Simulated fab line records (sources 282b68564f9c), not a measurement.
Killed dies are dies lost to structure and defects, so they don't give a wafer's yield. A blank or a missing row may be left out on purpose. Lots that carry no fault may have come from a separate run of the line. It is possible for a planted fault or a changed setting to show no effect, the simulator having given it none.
Which tool did it? -- flow rit_cmos -- Sampling: 14 lots, 42 wafers, 2 of 202 route steps

== WHAT THE GAUGES SHOWED, per wafer ==
RIT_CONTACT_CD_MEAS_08: target cd 1000 nm. Usual: cd_nm at 1000.2 nm, with a standard deviation of 2.2.
lot,measured,on,cd_nm (nm),flag
L231,day 3 09:27,cd_sem-01,999.9 1001.5 1002.5,
L233,day 3 19:34,cd_sem-02,1003.5 999.6 999.7,
L234,day 3 21:10,cd_sem-01,1003.0 1003.4 1003.9,
L236,day 4 05:51,cd_sem-01,1003.6 1002.1 1003.6,
L238,day 4 13:53,cd_sem-02,1003.2 1001.1 1001.3,
L239,day 4 20:16,cd_sem-01,997.5 1001.3 998.8,
L241,day 5 05:58,cd_sem-01,1001.5 999.6 998.8,
L242,day 5 10:16,cd_sem-01,997.7 996.1 998.6,
L245,day 6 02:09,cd_sem-01,1002.1 1002.1 1001.6,
L249,day 6 21:32,cd_sem-01,998.6 999.4 998.2,
L251,day 7 08:22,cd_sem-01,997.5 998.2 1001.1,
L252,day 7 12:41,cd_sem-01,998.3 1000.4 1000.6,
L253,day 7 18:37,cd_sem-02,998.5 999.2 998.1,
L254,day 8 04:02,cd_sem-02,999.8 1001.4 1002.1,

== WHICH TOOL RAN EACH LOT (tool, then ch and the chambers of the sampled wafers, then the start) ==
lot,RIT_NWELL_STRIP_09
L231,"plasma_asher-03 ch 0,1, day 1 21:55"
L233,"plasma_asher-01 ch 0,1, day 2 07:58"
L234,"plasma_asher-04 ch 0,1, day 2 12:22"
L236,"plasma_asher-03 ch 0,1, day 2 23:19"
L238,"plasma_asher-01 ch 0,1, day 3 08:12"
L239,"plasma_asher-03 ch 0,1, day 3 14:25"
L241,"plasma_asher-04 ch 0,1, day 3 23:35"
L242,"plasma_asher-03 ch 0,1, day 4 04:03"
L245,"plasma_asher-04 ch 0,1, day 4 19:58"
L249,"plasma_asher-03 ch 0,1, day 5 14:47"
L251,"plasma_asher-03 ch 0,1, day 6 01:21"
L252,"plasma_asher-03 ch 0,1, day 6 05:49"
L253,"plasma_asher-03 ch 0,1, day 6 11:38"
L254,"plasma_asher-03 ch 0,1, day 6 15:58"
- RIT_NWELL_STRIP_09: strips in O2, time 180 s.

== AS READ BY THE TOOLS THEMSELVES (means over the sampled wafers that have a number; for cases with no such wafer, the mark the record gives instead) ==
RIT_NWELL_STRIP_09. Usual: chamber_pressure_mTorr 4000 mTorr, standard deviation 3.5; drypump_motor_current_A 5.6 A, standard deviation 0.38.
lot,tool,chamber_pressure_mTorr (mTorr),drypump_motor_current_A (A),flag
L231,plasma_asher-03,4003,5.5,
L233,plasma_asher-01,4000,5.7,
L234,plasma_asher-04,3999,5.1,
L236,plasma_asher-03,4002,5.6,
L238,plasma_asher-01,4000,5.7,
L239,plasma_asher-03,4001,5.6,
L241,plasma_asher-04,3997,5.1,
L242,plasma_asher-03,4002,5.5,
L245,plasma_asher-04,4003,5.3,
L249,plasma_asher-03,3999,5.7,
L251,plasma_asher-03,3999,5.5,
L252,plasma_asher-03,4001,5.5,
L253,plasma_asher-03,3997,5.7,
L254,plasma_asher-03,4004,5.6,

== THE ANSWER, worked out from the rows above alone ==
Rule: a lot is off if the mean of its wafers that have a number lies more than 3 standard deviations from the usual mean. A lot without any number at a reading at which 4 lots or more have one is off too. Any other lot the step has rows for is counted as sound. Order of review: gauges by route order, followed by the tools' own readings, for which a lot's mean as printed above is used. At the first step where some lot is off, the reading lying furthest off is the one used; lots without a number count as furthest.
Nothing can be told from this: no lot is off at any reading shown.

== WHAT HAD BEEN PUT IN BY THE SIMULATOR ==
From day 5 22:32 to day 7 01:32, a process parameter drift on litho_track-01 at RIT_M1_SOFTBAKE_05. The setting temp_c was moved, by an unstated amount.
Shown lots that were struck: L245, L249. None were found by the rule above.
